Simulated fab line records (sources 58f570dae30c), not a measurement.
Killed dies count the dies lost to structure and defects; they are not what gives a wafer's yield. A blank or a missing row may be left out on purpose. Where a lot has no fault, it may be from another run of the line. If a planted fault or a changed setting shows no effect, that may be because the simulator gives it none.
Matching of chambers    flow berkeley_cmos170    4 sister chambers for UCB170_V2_CMP_02 on cmp-02
The step polishes SiO2. 16 wafers are shown with their chamber, then 8 later ones without.

== EACH WAFER AND ITS CHAMBER ==
wafer   chamber  motor_current_A (A)
L945.2  3        16.7
L945.3  1        16.4
L945.5  1        16.8
L942.4  0        12.4
L942.5  0        12.3
L942.6  1        16.4
L944.2  2        15.7
L944.3  3        18.2
L944.6  1        16.3
L946.2  0        12.0
L946.3  3        18.1
L946.5  3        17.6
L949.3  2        15.7
L949.4  3        18.2
L949.5  2        16.4
L953.4  2        15.2

SIGNATURES (averages over the wafers above)
reading          chamber 0  chamber 1  chamber 2  chamber 3  scatter within a chamber
motor_current_A  12.233     16.475     15.750     17.760     0.467
Rule: for each reading, subtract the chamber's mean from the wafer's reading, divide by that reading's scatter and square the result; add these up over the readings and take the root, which gives the wafer's distance from the chamber. If the next closest chamber is less than 2 further off than the closest, the wafer can't be placed; otherwise it belongs to the closest. How the scatter is found: for the shown wafers, subtract from each reading the mean of its chamber, square and add these, divide the total by (wafers less chambers), then take the root.

== WAFERS WHOSE CHAMBER IS MISSING ==
wafer   motor_current_A (A)
L953.5  12.3
L953.6  17.0
L954.3  12.7
L954.4  16.4
L954.6  12.3
L955.1  17.5
L955.3  12.4
L955.6  16.8

== THE CHAMBER EACH PASSED THROUGH ==
wafer   from the rows above           in truth
L953.5  0                             0
L953.6  can't be placed: 1 or 3 or 2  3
L954.3  0                             0
L954.4  can't be placed: 1 or 2       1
L954.6  0                             0
L955.1  can't be placed: 3 or 1       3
L955.3  0                             0
L955.6  can't be placed: 1 or 3 or 2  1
Correctly placed: 4 of 8. From these rows, 4 cannot be placed; in 4 the true chamber is one of the candidates. 0 placed wrongly.
